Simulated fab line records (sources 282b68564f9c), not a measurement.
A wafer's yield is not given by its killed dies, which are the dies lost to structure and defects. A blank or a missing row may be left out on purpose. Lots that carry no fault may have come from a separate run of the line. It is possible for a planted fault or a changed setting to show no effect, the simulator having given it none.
Matching of chambers / flow ritCmos / RIT_GATE_ETCH_19 on rieSi-02 has 4 sister chambers
The step etches poly-Si in SF6/CHF3/O2, stops on SiO2, time 165 s, target depth 312.5 nm. 8 wafers are shown with their chamber, then 7 later ones without.

WAFERS PAIRED WITH THEIR CHAMBERS
wafer=L160.2; chamber=2; drypumpMotorCurrentA (A)=5.60; throttleValvePct (%)=10.41
wafer=L166.5; chamber=0; drypumpMotorCurrentA (A)=5.06; throttleValvePct (%)=10.26
wafer=L166.6; chamber=1; drypumpMotorCurrentA (A)=5.37; throttleValvePct (%)=10.23
wafer=L168.2; chamber=3; drypumpMotorCurrentA (A)=5.61; throttleValvePct (%)=10.38
wafer=L168.3; chamber=2; drypumpMotorCurrentA (A)=5.61; throttleValvePct (%)=10.39
wafer=L168.5; chamber=3; drypumpMotorCurrentA (A)=5.63; throttleValvePct (%)=10.40
wafer=L174.1; chamber=0; drypumpMotorCurrentA (A)=5.07; throttleValvePct (%)=10.23
wafer=L174.5; chamber=1; drypumpMotorCurrentA (A)=5.37; throttleValvePct (%)=10.24

WAFERS MISSING THEIR CHAMBER
wafer=L174.6; drypumpMotorCurrentA (A)=5.07; throttleValvePct (%)=10.24
wafer=L178.2; drypumpMotorCurrentA (A)=5.58; throttleValvePct (%)=10.41
wafer=L178.3; drypumpMotorCurrentA (A)=5.60; throttleValvePct (%)=10.40
wafer=L178.4; drypumpMotorCurrentA (A)=5.62; throttleValvePct (%)=10.39
wafer=L180.2; drypumpMotorCurrentA (A)=5.64; throttleValvePct (%)=10.41
wafer=L180.4; drypumpMotorCurrentA (A)=5.07; throttleValvePct (%)=10.22
wafer=L180.6; drypumpMotorCurrentA (A)=5.62; throttleValvePct (%)=10.40

CHAMBER TAKEN BY EACH
wafer=L174.6; from the rows above=0; in truth=0
wafer=L178.2; from the rows above=can't be placed: 2 or 3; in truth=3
wafer=L178.3; from the rows above=can't be placed: 2 or 3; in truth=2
wafer=L178.4; from the rows above=can't be placed: 3 or 2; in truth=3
wafer=L180.2; from the rows above=can't be placed: 3 or 2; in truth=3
wafer=L180.4; from the rows above=0; in truth=0
wafer=L180.6; from the rows above=can't be placed: 3 or 2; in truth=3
Correctly placed: 2 of 7. Unplaceable from these rows: 5, with the true chamber sitting among the candidates in 5. Placed wrongly: 0.
How it was worked out, from the rows above alone: a wafer's distance from a chamber is the root of the sum, over the readings, of the square of ((its reading less the chamber's mean) divided by the reading's scatter). The wafer belongs to the nearest chamber; if the next one is less than 2 further off, it can't be placed. Each chamber's mean is taken over the wafers shown for it. The scatter: take each reading less its chamber's mean, square it, sum over the shown wafers, divide by the number of wafers less the number of chambers, and take the root.
